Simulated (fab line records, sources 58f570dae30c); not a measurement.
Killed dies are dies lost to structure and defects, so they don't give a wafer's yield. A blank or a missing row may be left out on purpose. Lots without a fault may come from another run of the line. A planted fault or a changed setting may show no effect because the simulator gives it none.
A struck lot beside a sound one | flow berkeley_cmos170 | 14 steps out of a route of 331
Sound: wafers L647.2, L647.5, L647.6. Struck: wafers L652.2, L652.4, L652.5. The cause comes at the end.
At each step with rows: each side's tool, then ch and its chambers, then its first start. Under that, the readings that differ: sound wafers | struck wafers | difference of the means | sigmas: that difference in standard deviations of wafers without a fault.
alike: readings whose means differ by less than 2 such deviations, and words and numbers that are the same on both sides. not compared: withheld readings, readings that some wafer has no value for, bounds like >300 that may hide the same value, and numbers for which the record gives no deviation and whose values overlap.
The two part at a step that has a row with sigmas, a row that says differs or no value, or rows on one side only. Numbers that don't overlap but have no deviation are shown without sigmas and don't part them. A reading that every wafer of one side lacks parts them only if that side has two wafers or more.

first, 2 steps without rows for these wafers: UCB170_NWELL_PEB_10; UCB170_NWELL_DEVELOP_11 (develop time 45 s).
UCB170_NWELL_OVL_MEAS_12:
  sound on overlay-02, day 3 07:19; struck on overlay-01, day 4 15:17
  alike: NWELL_OVL
UCB170_NWELL_ETCH_13: etches Si3N4 in CH3F/Ar/O2, stops on SiO2, target depth 246.4 nm, time 154 s.
  sound on rie_diel-03 ch 0,2, day 3 07:20; struck on rie_diel-04 ch 2,3, day 4 15:19
  alike: drypump_motor_current_A, oes_product_au, throttle_valve_pct
  not compared: rf_hours_counter_h
then, 1 step without rows for these wafers: UCB170_NWELL_IMPLANT_14.
UCB170_NWELL_STRIP_15: strips in O2.
  sound on plasma_asher-03 ch 0,1, day 3 07:35; struck on plasma_asher-03 ch 0,1, day 4 15:34
  alike: drypump_motor_current_A, oes_product_au, strip_time_to_endpoint_s
  not compared: rf_hours_counter_h
UCB170_NWELL_TW_MEAS_16:
  sound on film_metro-04, day 3 07:42; struck on film_metro-03, day 4 15:41
  alike: NWELL_TW
then, 5 steps without rows for these wafers: UCB170_NWELL_CLEAN_17 (cleans in SPM, time 600 s); UCB170_NWELL_WET_ETCH_18 (etches Si3N4 in H3PO4, time 14400 s); UCB170_NWELL_WET_ETCH_19 (etches SiO2 in BOE, time 22 s); UCB170_PWELL_CLEAN_00 (cleans in SPM, time 600 s); UCB170_PWELL_CLEAN_01 (cleans in dHF, time 60 s).
UCB170_PWELL_OXIDATION_02: target thk 26.4 nm, ox time 1260 s.
  sound on furnace-02 ch 0, day 3 18:50; struck on furnace-04, day 5 01:21
  no value came back on the struck wafers for ox_temp_c (C), ox_temp_c_max, spike_tc_load_C (C); on the sound wafers ox_temp_c (C) reads 999.7 999.7 1000.0
then, 1 step without rows for these wafers: UCB170_PWELL_ANNEAL_04 (time 900 s).

WHERE THEY PART
Only at UCB170_PWELL_OXIDATION_02, within this record.

WHY: what the simulator had put in
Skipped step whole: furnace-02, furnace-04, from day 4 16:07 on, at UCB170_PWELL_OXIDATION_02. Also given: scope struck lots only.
